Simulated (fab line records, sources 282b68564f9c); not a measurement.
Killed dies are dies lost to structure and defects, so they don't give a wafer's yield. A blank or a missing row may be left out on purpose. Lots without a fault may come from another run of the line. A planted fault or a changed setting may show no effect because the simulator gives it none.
Which tool did it? | flow rit_cmos | 7 lots, 21 wafers sampled, at 1 step of a route of 202

WHAT THE GAUGES READ, wafer by wafer
RIT_ACTIVE_THK_MEAS_04.
lot  | measured    | on            | ACTIVE_NITRIDE_THK (nm)
L579 | day 1 18:50 | film_metro-01 | 152.1 151.2 150.1
L583 | day 2 15:37 | film_metro-02 | 151.3 149.9 150.9
L588 | day 3 17:19 | film_metro-04 | 150.9 149.4 150.5
L591 | day 4 06:49 | film_metro-01 | 148.8 148.6 149.4
L593 | day 4 16:47 | film_metro-01 | 146.8 149.2 147.9
L596 | day 5 07:32 | film_metro-04 | 149.8 149.2 149.0
L599 | day 6 03:47 | film_metro-01 | 147.0 148.8 147.6

WHICH TOOL RAN EACH LOT (tool, then ch and the chambers of the sampled wafers, then the start)
The record holds no process step before these readings.

THE ANSWER, worked out from the rows above alone
Rule: what is usual is taken from the lots themselves. Put in order of their means at a reading, lots are off if they are a third of the lots or fewer, leave a main group of 4 or more, and stand apart from it by a gap of 3 or more times the standard deviation of the main group's means; of several such gaps the widest counts. A main group whose means are all the same, to the digits that the tables above print for the reading, isn't used. A lot without any number at a reading at which 4 lots or more have one is off too. The other lots that the step has rows for count as sound.
No lot is off at any reading shown: from this, nothing can be told.

WHAT THE SIMULATOR HAD PUT IN
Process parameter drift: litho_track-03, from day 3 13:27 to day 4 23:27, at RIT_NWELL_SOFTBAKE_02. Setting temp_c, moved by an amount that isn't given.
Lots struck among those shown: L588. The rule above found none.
